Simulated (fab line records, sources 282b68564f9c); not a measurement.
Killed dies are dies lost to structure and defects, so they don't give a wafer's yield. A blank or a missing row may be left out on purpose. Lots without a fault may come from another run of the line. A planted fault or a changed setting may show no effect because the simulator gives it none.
fab line records | flow rit_cmos
record lots=13 wafers=39 last_day=7
route steps=202 shown FOX1@22 PWELL@48 GATE@85 M1@198
lots that met no fault: from a run of the same line without faults
start_h: hours from the record's first day to the start of the lot's first wafer shown | wait_h: hours since the lot's step before | " the same as in the row above | L1.1+2: a row that stands for several wafers | - no value, or no start given | * or withheld: withheld | < > ~ a bound
route shown NAME@n: a module of which the file shows steps, and the number in the route of the first | usual: mean/standard deviation of fault-free wafers | same: alike in all rows | chamber/n: place in a boat | sites: the reading at each site | _std_site: their standard deviation | _edge_site: outer sites' mean less inner sites' | radius_mm: how far each site lies from the wafer's centre | mask NAME#n: copy n | behind: the tool/chamber that last shaped the wafer | hold: why the lot was held/for how many hours/how that ended | device: the transistor (n, p or np) that didn't switch | end of line: the same wafers' tests at the end of the route | a step without rows: its recipe alone | killed: dies lost to structure and defects at the first sort, not the wafer's yield | map: a wafer's dies, x killed, . not, _ none there
set.NAME: the setting as run; set.NAME@STEP: as run at that earlier step | model.NAME: the simulator's own value behind a step, which no gauge read
steps of the route over a sample of lots; a table a step, a row a wafer
services: from which hour (start_h, from the record's first day; less than 0 if before it) a tool's chamber was out of use, for how many hours, and why
## steps
# step RIT_FOX1_WET_ETCH_02
# recipe chemistry=BOE target_depth_nm=350 time_s=390 temp_c=21.5 dry=n2_spin dilution=10:1 target=SiO2
# columns lot.wafer tool chamber start_h wait_h
L782.2+5+6 wet_bench-02 0 18.51 0.0
L783.1+4+6 wet_bench-03 1 26.16 0.1
L784.2+5+6 wet_bench-03 1 27.51 0.0
L785.2+3+6 wet_bench-01 0 34.72 0.0
L786.1+2+6 wet_bench-02 0 41.46 0.1
L787.2+4+6 wet_bench-02 1 47.57 0.0
L789.1+4+6 wet_bench-03 1 53.59 0.1
L794.2+4+5 wet_bench-03 2 79.66 0.0
L796.2+5+6 wet_bench-02 1 88.40 0.0
L797.1+2+6 wet_bench-02 2 94.46 0.1
L800.1+3+5 wet_bench-02 0 107.73 0.1
L801.1+4+6 wet_bench-02 3 113.65 0.1
L804.2+3+5 wet_bench-01 0 129.07 0.0
# step RIT_PWELL_STRIP_09
# recipe chemistry=O2 time_s=180 resist=NOVOLAK platen_temp_c=withheld power_w=500 pressure_mtorr=4000 o2_flow_sccm=4000
# usual drypump_motor_current_A=5.7/0.34
# columns lot.wafer tool chamber start_h wait_h drypump_motor_current_A rf_hours_counter_h
L782.2 plasma_asher-04 1 23.76 0.1 5.7 39
L782.5 " 1 " " 5.7 -
L782.6 " 0 " " 6.3 -
L783.1 plasma_asher-04 0 32.83 0.1 6.3 40
L783.4 " 1 " " 5.6 -
L783.6 " 1 " " 5.6 -
L784.2 plasma_asher-01 1 33.42 0.1 5.3 24
L784.5 " 0 " " 5.8 -
L784.6 " 1 " " 5.4 -
L785.2 plasma_asher-04 1 43.74 0.1 5.7 41
L785.3 " 0 " " 6.3 -
L785.6 " 0 " " 6.3 -
L786.1 plasma_asher-02 1 46.77 0.1 6.0 38
L786.2 " 0 " " 5.3 38
L786.6 " 1 " " 6.1 -
L787.2 plasma_asher-01 0 54.31 0.1 5.8 26
L787.4 " 0 " " 5.7 -
L787.6 " 1 " " 5.4 -
L789.1 plasma_asher-01 0 59.26 0.1 5.7 26
L789.4 " 1 " " 5.4 -
L789.6 " 0 " " 5.7 -
L794.2 plasma_asher-01 0 85.73 0.1 5.8 29
L794.4 " 1 " " 5.4 -
L794.5 " 0 " " 5.8 -
L796.2 plasma_asher-01 1 94.52 0.1 5.3 30
L796.5 " 1 " " 5.3 -
L796.6 " 0 " " 5.7 -
L797.1 plasma_asher-04 0 100.79 0.1 6.3 47
L797.2 " 1 " " 5.7 47
L797.6 " 0 " " 6.3 -
L800.1 plasma_asher-04 1 112.96 0.1 5.7 48
L800.3 " 0 " " 6.3 -
L800.5 " 1 " " 5.7 -
L801.1 plasma_asher-01 1 119.21 0.1 5.3 33
L801.4 " 1 " " 5.4 -
L801.6 " 1 " " 5.4 -
L804.2 plasma_asher-01 0 134.70 0.1 5.8 35
L804.3 " 0 " " 5.8 -
L804.5 " 0 " " 5.8 -
# step RIT_GATE_THK_MEAS_09
# recipe reads=poly-Si_of_GATE_CVD_08
# usual GATE_POLY_THK=249.9/2.1
# columns lot.wafer tool chamber start_h wait_h GATE_POLY_THK[nm]
L782.2 film_metro-01 - 43.34 0.0 252.5
L782.5 " - " " 251.0
L782.6 " - " " 254.1
L783.1 film_metro-04 - 47.15 0.0 250.2
L783.4 " - " " 250.5
L783.6 " - " " 251.4
L784.2 film_metro-01 - 47.16 0.0 250.3
L784.5 " - " " 248.3
L784.6 " - " " 249.4
L785.2 film_metro-03 - 57.09 0.0 252.1
L785.3 " - " " 250.1
L785.6 " - " " 253.2
L786.1 film_metro-03 - 61.79 0.0 250.3
L786.2 " - " " 248.5
L786.6 " - " " 248.4
L787.2 film_metro-04 - 67.13 0.0 252.3
L787.4 " - " " 251.5
L787.6 " - " " 251.7
L789.1 film_metro-04 - 75.58 0.0 251.9
L789.4 " - " " 253.4
L789.6 " - " " 254.8
L794.2 film_metro-04 - 100.65 0.0 251.9
L794.4 " - " " 250.5
L794.5 " - " " 249.9
L796.2 film_metro-04 - 108.85 0.0 249.7
L796.5 " - " " 248.3
L796.6 " - " " 249.7
L797.1 film_metro-04 - 116.89 0.0 249.2
L797.2 " - " " 250.2
L797.6 " - " " 249.4
L800.1 film_metro-04 - 128.69 0.0 248.6
L800.3 " - " " 247.2
L800.5 " - " " 248.2
L801.1 film_metro-01 - 131.61 0.0 249.7
L801.4 " - " " 248.6
L801.6 " - " " 246.8
L804.2 film_metro-04 - 149.85 0.0 247.1
L804.3 " - " " 249.3
L804.5 " - " " 249.4
# step RIT_M1_STRIP_14
# recipe chemistry=O2 time_s=180 platen_temp_c=withheld power_w=500 pressure_mtorr=4000 o2_flow_sccm=4000
# usual drypump_motor_current_A=5.5/0.38
# columns lot.wafer tool chamber start_h wait_h drypump_motor_current_A rf_hours_counter_h
L782.2 plasma_asher-02 1 65.88 0.0 6.1 40
L782.5 " 1 " " 6.1 -
L782.6 " 0 " " 5.4 -
L784.2 plasma_asher-03 1 67.41 0.0 5.3 41
L784.5 " 0 " " 4.9 -
L784.6 " 1 " " 5.3 -
L783.1 plasma_asher-02 1 67.69 0.0 6.0 41
L783.4 " 0 " " 5.3 -
L783.6 " 1 " " 6.0 -
L785.2 plasma_asher-03 0 76.99 0.0 4.9 43
L785.3 " 0 " " 4.9 -
L785.6 " 0 " " 4.9 -
L786.1 plasma_asher-02 1 82.20 0.0 6.0 42
L786.2 " 0 " " 5.4 42
L786.6 " 0 " " 5.3 -
L787.2 plasma_asher-03 0 86.81 0.0 4.8 44
L787.4 " 1 " " 5.3 -
L787.6 " 1 " " 5.3 -
L789.1 plasma_asher-01 0 96.07 0.0 5.7 30
L789.4 " 0 " " 5.7 -
L789.6 " 1 " " 5.3 -
L794.2 plasma_asher-03 0 120.35 0.0 4.8 48
L794.4 " 0 " " 4.8 -
L794.5 " 1 " " 5.4 -
L796.2 plasma_asher-01 0 128.21 0.0 5.8 34
L796.5 " 1 " " 5.4 -
L796.6 " 0 " " 5.7 -
L797.1 plasma_asher-03 1 136.18 0.0 5.3 50
L797.2 " 0 " " 4.8 50
L797.6 " 1 " " 5.3 -
L800.1 plasma_asher-01 1 148.72 0.0 5.4 36
L800.3 " 0 " " 5.8 -
L800.5 " 1 " " 5.3 -
L801.1 plasma_asher-02 0 153.28 0.0 5.3 4
L801.4 " 1 " " 6.1 -
L801.6 " 1 " " 6.1 -
L804.2 plasma_asher-02 1 171.14 0.0 6.1 6
L804.3 " 1 " " 6.0 -
L804.5 " 0 " " 5.3 -
# step RIT_M1_PROBE_99
# usual killed_at_M0_to_M3=0.0/0.083 killed_at_contacts=0.1/0.31 killed_at_front_end=6.3/2.7 killed_dies=6.4/2.7 killed_on_rim=1.7/1.4 killed_open=3.3/2 killed_short=3/1.8
# same gross_dies=264 killed_at_M4_up=0 killed_at_back_side=0 killed_at_other=0
# columns lot.wafer tool chamber start_h wait_h hold killed_at_M0_to_M3 killed_at_contacts killed_at_front_end killed_dies killed_on_rim killed_open killed_short
L782.2 prober-01 - 67.85 0.1 - 0 0 4 4 2 1 3
L782.5 prober-01 - 68.00 0.2 - 0 0 6 6 2 2 4
L782.6 prober-01 - 68.05 0.2 - 0 0 6 6 1 3 3
L784.2 prober-02 - 69.38 0.1 - 0 0 8 8 2 3 5
L784.5 prober-02 - 69.53 0.2 - 0 0 8 8 6 4 4
L784.6 prober-02 - 69.58 0.2 - 0 0 7 7 1 3 4
L783.1 prober-01 - 70.83 0.1 - 0 0 2 2 0 2 0
L783.4 prober-01 - 70.98 0.2 - 0 0 5 5 1 1 4
L783.6 prober-01 - 71.08 0.2 - 0 0 6 6 1 2 4
L785.2 prober-02 - 78.96 0.1 - 0 0 6 6 0 3 3
L785.3 prober-02 - 79.01 0.2 - 0 0 8 8 3 4 4
L785.6 prober-02 - 79.16 0.2 - 0 0 5 5 2 3 2
L786.1 prober-01 - 84.12 0.1 - 0 0 4 4 2 3 1
L786.2 prober-01 - 84.17 0.1 - 0 0 4 4 1 3 1
L786.6 prober-01 - 84.37 0.2 - 0 0 5 5 0 2 3
L787.2 prober-02 - 89.48 0.1 - 0 0 2 2 0 1 1
L787.4 prober-02 - 89.58 0.2 - 0 0 3 3 0 0 3
L787.6 prober-02 - 89.68 0.2 - 0 0 4 4 0 3 1
L789.1 prober-02 - 97.99 0.1 - 0 0 9 9 4 4 5
L789.4 prober-02 - 98.14 0.2 - 0 0 8 8 2 6 2
L789.6 prober-02 - 98.24 0.2 - 0 0 11 11 2 7 4
L794.2 prober-02 - 122.31 0.1 await_dispo/2.4h/release 0 0 18 18 11 2 2
L794.4 prober-02 - 122.41 0.2 await_dispo/2.4h/release 0 0 27 27 15 10 3
L794.5 prober-02 - 122.46 0.2 await_dispo/2.4h/release 0 0 16 16 9 3 0
L796.2 prober-02 - 130.17 0.1 - 0 0 6 6 1 4 2
L796.5 prober-02 - 130.32 0.2 - 0 0 9 9 3 3 6
L796.6 prober-02 - 130.37 0.2 - 0 0 4 4 0 3 1
L797.1 prober-01 - 138.09 0.1 - 1 0 8 9 2 4 5
L797.2 prober-01 - 138.14 0.1 - 0 0 7 7 3 3 3
L797.6 prober-01 - 138.34 0.2 - 0 0 5 5 0 3 2
L800.1 prober-02 - 150.63 0.1 - 0 0 5 5 1 3 1
L800.3 prober-02 - 150.73 0.2 - 0 1 9 10 2 4 6
L800.5 prober-02 - 150.83 0.2 - 0 0 3 3 1 1 2
L801.1 prober-01 - 155.19 0.1 - 0 0 5 5 1 1 4
L801.4 prober-01 - 155.34 0.2 - 0 1 5 6 2 2 4
L801.6 prober-01 - 155.44 0.2 - 0 0 2 2 1 1 1
L804.2 prober-02 - 173.11 0.1 - 0 0 7 7 2 2 5
L804.3 prober-02 - 173.16 0.2 - 0 0 8 8 0 4 4
L804.5 prober-02 - 173.26 0.2 - 0 0 6 6 2 3 3
# killed by level:class
L782.2 FOX1:geometric_particle:short=1 GATE:geometric_particle:short=1 REOX:geometric_particle:open=1 SILICIDE:geometric_particle:short=1
L782.5 ACTIVE:geometric_particle:short=1 FOX1:geometric_particle:short=1 REOX:geometric_particle:open=1 SPACER:geometric_particle:short=1 SPACER:geometric_particle:open=1 SILICIDE:geometric_particle:short=1
L782.6 GATE:geometric_particle:open=2 SILICIDE:geometric_particle:short=2 FOX1:geometric_particle:open=1 FOX1:geometric_particle:short=1
L784.2 FOX2:geometric_particle:short=2 REOX:geometric_particle:short=2 ACTIVE:geometric_particle:open=1 GATE:geometric_particle:open=1 GATE:geometric_particle:short=1 SILICIDE:geometric_particle:open=1
L784.5 FOX1:geometric_particle:short=2 SPACER:geometric_particle:open=2 FOX2:geometric_particle:open=1 FOX2:geometric_particle:short=1 REOX:geometric_particle:open=1 SILICIDE:geometric_particle:short=1
L784.6 GATE:geometric_particle:short=2 SILICIDE:geometric_particle:open=2 REOX:geometric_particle:short=1 REOX:geometric_particle:open=1 SPACER:geometric_particle:short=1
L783.1 FOX1:geometric_particle:open=1 SPACER:geometric_particle:open=1
L783.4 GATE:geometric_particle:short=2 FOX1:geometric_particle:short=1 REOX:geometric_particle:open=1 SILICIDE:geometric_particle:short=1
L783.6 GATE:geometric_particle:short=2 FOX1:geometric_particle:short=1 REOX:geometric_particle:short=1 REOX:geometric_particle:open=1 SPACER:geometric_particle:open=1
L785.2 SPACER:geometric_particle:short=2 GATE:geometric_particle:open=1 REOX:geometric_particle:open=1 SPACER:geometric_particle:open=1 SILICIDE:geometric_particle:short=1
L785.3 FOX2:geometric_particle:short=2 GATE:geometric_particle:open=2 ACTIVE:geometric_particle:open=1 FOX1:geometric_particle:short=1 GATE:geometric_particle:short=1 REOX:geometric_particle:open=1
L785.6 GATE:geometric_particle:short=2 FOX1:geometric_particle:open=1 GATE:geometric_particle:open=1 SILICIDE:geometric_particle:open=1
L786.1 FOX1:geometric_particle:open=1 GATE:geometric_particle:short=1 REOX:geometric_particle:open=1 SILICIDE:geometric_particle:open=1
L786.2 GATE:geometric_particle:open=2 FOX1:geometric_particle:open=1 REOX:geometric_particle:short=1
L786.6 GATE:geometric_particle:short=2 GATE:geometric_particle:open=1 SPACER:geometric_particle:short=1 SPACER:geometric_particle:open=1
L787.2 GATE:geometric_particle:short=1 REOX:geometric_particle:open=1
L787.4 GATE:geometric_particle:short=1 REOX:geometric_particle:short=1 SPACER:geometric_particle:short=1
L787.6 FOX2:geometric_particle:open=1 GATE:geometric_particle:open=1 SPACER:geometric_particle:short=1 SPACER:geometric_particle:open=1
L789.1 GATE:geometric_particle:short=2 GATE:geometric_particle:open=2 SILICIDE:geometric_particle:short=2 FOX1:geometric_particle:open=1 REOX:geometric_particle:open=1 SPACER:geometric_particle:short=1
L789.4 GATE:geometric_particle:open=2 GATE:geometric_particle:short=2 FOX1:geometric_particle:open=1 REOX:geometric_particle:open=1 SPACER:geometric_particle:open=1 SILICIDE:geometric_particle:open=1
L789.6 GATE:geometric_particle:open=5 SPACER:geometric_particle:short=2 FOX2:geometric_particle:open=1 GATE:geometric_particle:short=1 REOX:geometric_particle:short=1 REOX:geometric_particle:open=1
L794.2 FOX1:unspecified=14 GATE:geometric_particle:open=2 GATE:geometric_particle:short=1 SILICIDE:geometric_particle:short=1
L794.4 FOX1:unspecified=14 GATE:geometric_particle:open=7 SILICIDE:geometric_particle:open=2 FOX1:geometric_particle:short=1 REOX:geometric_particle:open=1 SPACER:geometric_particle:short=1 SILICIDE:geometric_particle:short=1
L794.5 FOX1:unspecified=13 GATE:geometric_particle:open=2 REOX:geometric_particle:open=1
L796.2 GATE:geometric_particle:open=2 REOX:geometric_particle:open=1 REOX:geometric_particle:short=1 SPACER:geometric_particle:open=1 SPACER:geometric_particle:short=1
L796.5 FOX2:geometric_particle:short=2 FOX2:geometric_particle:open=2 GATE:geometric_particle:short=2 FOX1:geometric_particle:short=1 REOX:geometric_particle:open=1 REOX:geometric_particle:short=1
L796.6 GATE:geometric_particle:open=2 REOX:geometric_particle:short=1 REOX:geometric_particle:open=1
L797.1 FOX1:geometric_particle:short=2 REOX:geometric_particle:open=2 SPACER:geometric_particle:short=2 FOX1:geometric_particle:open=1 GATE:geometric_particle:short=1 M1:geometric_particle:open=1
L797.2 GATE:geometric_particle:short=2 GATE:geometric_particle:open=1 REOX:geometric_particle:open=1 SILICIDE:geometric_particle:open=1 SILICIDE:geometric_particle:short=1 NRETRO:coat_microbubble_printed=1
L797.6 FOX2:geometric_particle:open=2 GATE:geometric_particle:short=2 FOX1:geometric_particle:open=1
L800.1 REOX:geometric_particle:open=1 SPACER:geometric_particle:open=1 SILICIDE:geometric_particle:short=1 SILICIDE:geometric_particle:open=1 GATE:coat_microbubble_printed=1
L800.3 SILICIDE:geometric_particle:short=3 GATE:geometric_particle:open=2 REOX:geometric_particle:open=2 FOX1:geometric_particle:short=1 GATE:geometric_particle:short=1 CONTACT:geometric_particle:short=1
L800.5 FOX1:geometric_particle:short=1 GATE:geometric_particle:open=1 REOX:geometric_particle:short=1
L801.1 SPACER:geometric_particle:short=2 FOX2:geometric_particle:short=1 GATE:geometric_particle:short=1 SPACER:geometric_particle:open=1
L801.4 SPACER:geometric_particle:open=2 FOX1:geometric_particle:short=1 FOX2:geometric_particle:short=1 SPACER:geometric_particle:short=1 CONTACT:geometric_particle:short=1
L801.6 SPACER:geometric_particle:short=1 SILICIDE:geometric_particle:open=1
L804.2 GATE:geometric_particle:short=2 SPACER:geometric_particle:short=2 SPACER:geometric_particle:open=1 SILICIDE:geometric_particle:short=1 SILICIDE:geometric_particle:open=1
L804.3 GATE:geometric_particle:open=2 GATE:geometric_particle:short=2 FOX2:geometric_particle:open=1 SPACER:geometric_particle:short=1 SPACER:geometric_particle:open=1 SILICIDE:geometric_particle:short=1
L804.5 GATE:geometric_particle:open=2 FOX1:geometric_particle:open=1 FOX2:geometric_particle:short=1 GATE:geometric_particle:short=1 SPACER:geometric_particle:short=1
## services
# columns tool chamber start_h hours kind
plasma_asher-02 - 11.82 2.8 pm
plasma_asher-01 - 12.92 11.9 repair
plasma_asher-04 - 68.49 0.4 repair
plasma_asher-02 - 108.75 9.0 pm
plasma_asher-02 0 108.75 9.0 vent_cycle
plasma_asher-02 1 108.75 9.0 vent_cycle
plasma_asher-02 0 117.75 - clean
plasma_asher-02 1 117.75 - clean
wet_bench-01 - 119.27 2.1 repair
plasma_asher-04 - 144.55 14.6 pm
plasma_asher-03 - 153.05 2.8 pm
## key
first_sign step=RIT_M1_PROBE_99 reading=killed_at_front_end direction=up sigmas=5.2 usual=6.3 struck=20.3
effect step=RIT_M1_PROBE_99 reading=killed_dies direction=up sigmas=5.2 usual=6.4 struck=20.3
met_at RIT_FOX1_WET_ETCH_02
struck_lots L794
struck_wafers L794.2,L794.4,L794.5
tester_left_out L794
not_acting_at RIT_PWELL_STRIP_09,RIT_GATE_THK_MEAS_09,RIT_M1_STRIP_14
fault kind=chamber_particle_source tool=wet_bench-03 chamber=2 onset_h=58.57 steps=RIT_FOX1_WET_ETCH_02 rate_per_visit_cm2=0.998 end_h=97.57
# tester_left_out: of these lots the tester's yield and bins aren't shown, on N5 and GAA mostly nor the transistor test; their killed dies are dies lost to structure and defects alone, not to doping, threshold or leakage, so they don't give the yield
